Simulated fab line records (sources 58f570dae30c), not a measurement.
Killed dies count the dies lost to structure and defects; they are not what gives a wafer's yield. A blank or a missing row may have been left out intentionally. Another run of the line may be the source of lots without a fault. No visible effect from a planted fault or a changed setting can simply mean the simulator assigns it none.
Chamber matching + flow berkeleyCmos170 + rieSi-01 running UCB170_GATE_ETCH_15: 4 sister chambers
The step etches poly-Si in HBr/Cl2, stops on SiO2, time 56.3 s, target depth 278.2 nm. 8 wafers are shown with their chamber, then 6 later ones without.

== WAFERS WITH THEIR CHAMBER ==
| wafer  | chamber | throttleValvePct (%) | drypumpMotorCurrentA (A) |
|--------|---------|----------------------|--------------------------|
| L406.6 | 0       | 26.38                | 5.72                     |
| L415.3 | 2       | 26.79                | 6.03                     |
| L415.6 | 2       | 26.79                | 5.96                     |
| L414.2 | 1       | 26.49                | 5.57                     |
| L414.3 | 0       | 26.38                | 5.72                     |
| L414.4 | 3       | 26.24                | 6.34                     |
| L419.1 | 3       | 26.25                | 6.38                     |
| L419.5 | 1       | 26.49                | 5.60                     |

== WAFERS WITH NO CHAMBER GIVEN ==
| wafer  | throttleValvePct (%) | drypumpMotorCurrentA (A) |
|--------|----------------------|--------------------------|
| L419.6 | 26.38                | 5.71                     |
| L421.3 | 26.80                | 6.03                     |
| L423.3 | 26.80                | 6.04                     |
| L426.3 | 26.24                | 6.37                     |
| L426.5 | 26.24                | 6.37                     |
| L426.6 | 26.37                | 5.70                     |

== WHICH CHAMBER EACH ONE RAN IN ==
| wafer  | from the rows above | in truth |
|--------|---------------------|----------|
| L419.6 | 0                   | 0        |
| L421.3 | 2                   | 2        |
| L423.3 | 2                   | 2        |
| L426.3 | 3                   | 3        |
| L426.5 | 3                   | 3        |
| L426.6 | 0                   | 0        |
6 of 6 placed correctly. Not placeable from these rows: 0. Placed wrongly: 0.
How it was worked out, from the rows above alone: a wafer's distance from a chamber is the root of the sum, over the readings, of the square of ((its reading less the chamber's mean) divided by the reading's scatter). If the next closest chamber is less than 2 further off than the closest, the wafer can't be placed; otherwise it belongs to the closest. For every chamber, the mean is computed from those of its wafers that are shown. The scatter is the square root of a quotient: the sum, over the shown wafers, of each reading's squared deviation from its chamber's mean, divided by wafers minus chambers.
